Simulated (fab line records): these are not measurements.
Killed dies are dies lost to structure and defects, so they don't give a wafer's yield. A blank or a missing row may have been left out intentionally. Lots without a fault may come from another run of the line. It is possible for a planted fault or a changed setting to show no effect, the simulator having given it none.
A lot that was struck, set against a sound lot	flow berkeley cmos170	17 out of 331 route steps
Sound: these wafers, L924.2, L924.3, L924.4. Wafers L943.2, L943.4, L943.5 were the ones struck. The cause comes at the end.
At each step with rows: each side's tool, then ch and its chambers, then its first start. Under that, the readings that differ: sound wafers	struck wafers	difference of the means	sigmas: that difference in standard deviations of wafers without a fault.
alike: a reading whose means differ by less than 2 such deviations, as well as words and numbers matching on both sides. not compared: withheld readings; readings where some wafer has no value; bounds like >300 that might hide an equal value; numbers whose values overlap and for which the record gives no deviation.
A row with sigmas, a row that says differs or no value, or rows on one side alone: a step with any of these is where the two part. Numbers that don't overlap but have no deviation are shown without sigmas and don't part them. Lack of a reading on every wafer of one side parts them only where that side has two or more wafers.

first, 5 steps without rows for these wafers: UCB170_NLDD_COAT_01 (resist thk 900 nm); UCB170_NLDD_SOFTBAKE_02 (time 60 s); UCB170_NLDD_EXPOSE_03 (exposes mask NSELECT, target cd 1200 nm); UCB170_NLDD_PEB_04; UCB170_NLDD_DEVELOP_05 (develop time 45 s).
UCB170_NLDD_CD_MEAS_06: the cd target is 1200 nm.
  sound on cd sem-01 at day 7 05:43; struck on cd sem-01 at day 11 13:51
  alike: cd nm
UCB170_NLDD_OVL_MEAS_07:
  sound on overlay-01 at day 7 05:49; struck on overlay-01 at day 11 13:58
  alike: NLDD_OVL
then, 2 steps without rows for these wafers: UCB170_NLDD_IMPLANT_08; UCB170_NLDD_IMPLANT_09.
UCB170_NLDD_STRIP_10: strips in O2.
  sound on plasma asher-04 ch 0,1, day 7 06:09; struck on plasma asher-04 ch 0,1, day 11 14:17
  alike: drypump motor current A, oes product au, strip time to endpoint s
  not compared: rf hours counter h
UCB170_NLDD_TW_MEAS_11:
  sound on film metro-01 at day 7 06:16; struck on film metro-03 at day 11 14:24
  alike: NLDD_TW
then, 1 step without rows for these wafers: UCB170_NLDD_CLEAN_12 (cleans in SPM, time 600 s).
UCB170_SPACER_CVD_00: deposits SiO2 from TEOS/O2, target thk 376 nm, time 47 s.
  sound on pecvd-02 ch 0,1, day 7 06:31; struck on pecvd-02 ch 0,1,2, day 11 14:38
reading	sound	struck	difference	sigmas
model.SiO2_of_SPACER_CVD_00.thk nm (nm)	375.2 376.6 382.1	387.3 386.3 386.9	+8.9	
  alike: heater power w
  not compared: since wet clean h
UCB170_SPACER_THK_MEAS_01:
  sound on film metro-04 at day 7 06:34; struck on film metro-04 at day 11 14:56
  alike: SPACER_TEOS_THK
  not compared: hold
UCB170_SPACER_ETCHBACK_03: etches SiO2 in CHF3/CF4/Ar, stops on Si, target depth 376 nm, time 100 s.
  sound on rie diel-02 ch 0,1,3, day 7 10:37; struck on rie diel-02 ch 0,1,2, day 11 21:59
reading	sound	struck	difference	sigmas
model.etch.depth nm (nm)	375.2 376.6 382.1	387.3 386.3 386.9	+8.9	
  alike: drypump motor current A, oes product au, throttle valve pct
  not compared: rf hours counter h
then, 1 step without rows for these wafers: UCB170_PSD_HMDS_00 (prime time 60 s).
UCB170_M3_PROBE_99:
  only the struck wafers here have rows in the record (prober-01, day 13 07:16); the sound ones have none

## WHERE THEY PART
Only at UCB170_M3_PROBE_99, within this record.

WHY: what had been put in by the simulator
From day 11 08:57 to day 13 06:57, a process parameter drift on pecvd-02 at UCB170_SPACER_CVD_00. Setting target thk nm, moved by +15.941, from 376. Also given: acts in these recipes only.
